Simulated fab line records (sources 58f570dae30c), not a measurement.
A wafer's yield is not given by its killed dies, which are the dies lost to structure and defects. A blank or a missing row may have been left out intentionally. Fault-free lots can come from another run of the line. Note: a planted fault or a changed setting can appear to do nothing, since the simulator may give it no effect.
A single fault, viewed from 2 desks / flow berkeley cmos170 / only its own numbers are on each desk; what lay behind them is given at the end

## THE TOOL OWNER'S DESK: implanter-03
UCB170_NVT_IMPLANT_07, tool's own readings: per-lot mean of the sampled wafers with a number, covering each lot this tool ran. Any lot whose mean is over 4 standard deviations away from the usual mean is out of limits and marked OUT; that distance is given in the brackets.
Columns: A = dose ions cm2 at UCB170_NVT_IMPLANT_07, usual 3.001e+12; B = end station pressure torr at UCB170_NVT_IMPLANT_07, usual 4.99e-06 Torr
lot=L327; first seen here=day 5 11:31; A=3.003e+12; B=4.91e-06
lot=L328; first seen here=day 5 22:44; A=3.003e+12; B=4.81e-06
lot=L329; first seen here=day 6 07:19; A=3.001e+12; B=4.89e-06
lot=L333; first seen here=day 6 22:49; A=3.000e+12; B=5.21e-06
lot=L336; first seen here=day 7 08:16; A=2.999e+12; B=4.95e-06
lot=L337; first seen here=day 7 14:35; A=2.999e+12; B=4.98e-06
lot=L338; first seen here=day 7 14:55; A=3.001e+12; B=4.83e-06
lot=L342; first seen here=day 9 00:02; A=3.004e+12; B=5.00e-06
lot=L348; first seen here=day 9 22:04; A=2.999e+12; B=5.37e-06
This desk found nothing out of limits on any of the 9 lots.

## AT THE METROLOGY DESK
What the gauges read, lot by lot, whatever tool the lot ran on: means of the sampled wafers that have a number. Any lot whose mean is over 4 standard deviations away from the usual mean is out of limits and marked OUT; that distance is given in the brackets.
Columns: A = NVT_TW at UCB170_NVT_TW_MEAS_09, usual 525; B = NSD_OVL at UCB170_NSD_OVL_MEAS_07, usual -3 nm; C = cd nm at UCB170_CONTACT_CD_MEAS_15, usual 699.8 nm
lot=L327; first seen here=day 5 11:46; A=526; B=2; C=700.9
lot=L328; first seen here=day 5 22:59; A=524; B=-7; C=701.5
lot=L331; first seen here=day 6 07:16; A=529; B=-7; C=699.6
lot=L329; first seen here=day 6 07:33; A=519; B=-5; C=699.4
lot=L332; first seen here=day 6 14:53; A=518; B=-1; C=697.6
lot=L333; first seen here=day 6 23:04; A=530; B=-3; C=699.9
lot=L334; first seen here=day 6 23:20; A=518; B=-10; C=698.7
lot=L336; first seen here=day 7 08:35; A=528; B=1; C=700.2
lot=L337; first seen here=day 7 14:49; A=521; B=2; C=700.2
lot=L338; first seen here=day 7 15:08; A=520; B=3; C=699.7
lot=L341; first seen here=day 8 18:40; A=529; B=-5; C=698.4
lot=L342; first seen here=day 9 00:19; A=527; B=-4; C=699.9
lot=L348; first seen here=day 9 22:17; A=509; B=-3; C=701.3
This desk found nothing out of limits on any of the 13 lots.

## PUT TOGETHER
The desk of the tool owner found nothing out of limits.
Nothing out of limits was seen by the metrology desk.

## WHAT THE SIMULATOR HAD PUT IN
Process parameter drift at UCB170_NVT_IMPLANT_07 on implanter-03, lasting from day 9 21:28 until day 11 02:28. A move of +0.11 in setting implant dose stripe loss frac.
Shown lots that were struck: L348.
